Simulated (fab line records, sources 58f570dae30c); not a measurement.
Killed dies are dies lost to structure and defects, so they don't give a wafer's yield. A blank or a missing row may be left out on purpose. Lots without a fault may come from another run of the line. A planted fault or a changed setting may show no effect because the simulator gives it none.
Split-lot experiment | flow berkeley_cmos170 | 5 lots, 27 wafers read, on a route of 331 steps

THE SPLIT
At UCB170_SDANNEAL_RTA_01 (time 5 s), the setting time_s was moved away from the recipe's 5 s on 6 of the 27 wafers read, by +29.6% to +58.4%. The other wafers ran this setting at the recipe's value.

FROM THE SPLIT TO THE READING: what the file shows between them, 2 steps
- UCB170_SDANNEAL_RS_MEAS_02: measures by four-point-probe
- UCB170_SDANNEAL_RS_MEAS_03: measures by four-point-probe

THE READING
PLDD_RS, in ohm/sq, at UCB170_SDANNEAL_RS_MEAS_04 (measures by four-point-probe). Fault-free wafers of this fab line usually give 1031.7 ohm/sq, standard deviation 2.7 ohm/sq.

wafer  | tool, chamber at the split | time_s as run, s | against the recipe | PLDD_RS, ohm/sq | against lot-mates on the recipe
L078.1 | rtp_anneal-02, 0           | 5                | recipe             | 1031.8          | -
L078.2 | rtp_anneal-02, 0           | 5                | recipe             | 1029.2          | -
L078.3 | rtp_anneal-02, 0           | 5                | recipe             | 1028.8          | -
L078.4 | rtp_anneal-02, 0           | 5                | recipe             | 1026.4          | -
L078.5 | rtp_anneal-02, 0           | 5                | recipe             | 1029.2          | -
L078.6 | rtp_anneal-02, 0           | 5                | recipe             | 1030.0          | -
L079.1 | rtp_anneal-02, 0           | 6.482            | +29.6%             | 1029.0          | -4.4
L079.2 | rtp_anneal-02, 0           | 5                | recipe             | 1034.0          | -
L079.3 | rtp_anneal-02, 0           | 6.482            | +29.6%             | 1027.8          | -5.6
L079.4 | rtp_anneal-02, 0           | 5                | recipe             | 1032.9          | -
L079.5 | rtp_anneal-02, 0           | 5                | recipe             | 1033.4          | -
L079.6 | rtp_anneal-02, 0           | 6.482            | +29.6%             | 1025.6          | -7.8
L077.2 | rtp_anneal-01, 0           | 5                | recipe             | 1028.1          | -
L077.3 | rtp_anneal-01, 0           | 5                | recipe             | 1028.7          | -
L077.6 | rtp_anneal-01, 0           | 5                | recipe             | 1028.6          | -
L084.1 | rtp_anneal-01, 0           | 5                | recipe             | 1036.8          | -
L084.2 | rtp_anneal-01, 0           | 5                | recipe             | 1031.9          | -
L084.3 | rtp_anneal-01, 0           | 7.922            | +58.4%             | 1020.5          | -13.2
L084.4 | rtp_anneal-01, 0           | 5                | recipe             | 1032.4          | -
L084.5 | rtp_anneal-01, 0           | 7.922            | +58.4%             | 1021.9          | -11.8
L084.6 | rtp_anneal-01, 0           | 7.922            | +58.4%             | 1020.4          | -13.3
L083.1 | rtp_anneal-02, 0           | 5                | recipe             | 1029.0          | -
L083.2 | rtp_anneal-02, 0           | 5                | recipe             | 1032.4          | -
L083.3 | rtp_anneal-02, 0           | 5                | recipe             | 1030.6          | -
L083.4 | rtp_anneal-02, 0           | 5                | recipe             | 1030.0          | -
L083.5 | rtp_anneal-02, 0           | 5                | recipe             | 1029.7          | -
L083.6 | rtp_anneal-02, 0           | 5                | recipe             | 1028.5          | -

THE FIT
A straight line over all 27 wafers: PLDD_RS changes by -0.155 ohm/sq for each +1% of time_s; r = -0.80; the points scatter about the line by 2.3 ohm/sq.
The same after taking each lot's own level away (the mean of its wafers on the recipe; 27 wafers): -0.216 ohm/sq for each +1%; r = -0.95; scatter 1.4 ohm/sq.
On that fit, the largest move of time_s shifts the reading by 13 ohm/sq.
The lots' own levels span 1028.47 to 1033.70 ohm/sq, that is 1.9 times the standard deviation above.
So the lot-to-lot level changes the slope: the two fits differ.
Check: with one of the wafers moved furthest among these (+58.4%) left out of the fit, the line predicts -12.3 ohm/sq for it against its lot-mates. It came out at -13.2 ohm/sq against them.

OTHER SPLITS ON THESE WAFERS
These wafers also went through other splits before the reading. Each is held against what the fit with the lots' levels taken away leaves over:
other split on the same wafers        | wafers away from the commonest value | r with PLDD_RS (lot level and that fit taken away)
UCB170_START_OXIDATION_02 ox_time_s   | 18                                   | +0.07
UCB170_ZERO_ETCH_06 time_s            | 9                                    | +0.05
UCB170_ACTIVE_ETCH_15 time_s          | 12                                   | -0.10
UCB170_NLDD_DEVELOP_05 develop_time_s | 9                                    | +0.04

THE WHOLE CHAIN: every reading that the file lists as answering this split, in the file's order
step                       | what it does                 | reading | change (the file's fit)             | r (the file's)
UCB170_SDANNEAL_RS_MEAS_02 | measures by four-point-probe | PSD_RS  | -0.12 for each +1% of the setting   | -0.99
UCB170_SDANNEAL_RS_MEAS_03 | measures by four-point-probe | NSD_RS  | -0.0249 for each +1% of the setting | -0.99
UCB170_SDANNEAL_RS_MEAS_04 | measures by four-point-probe | PLDD_RS | -0.215 for each +1% of the setting  | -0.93

THE FILE'S OWN FIT
PLDD_RS changes by -0.215 ohm/sq for each +1% of time_s, r = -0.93.
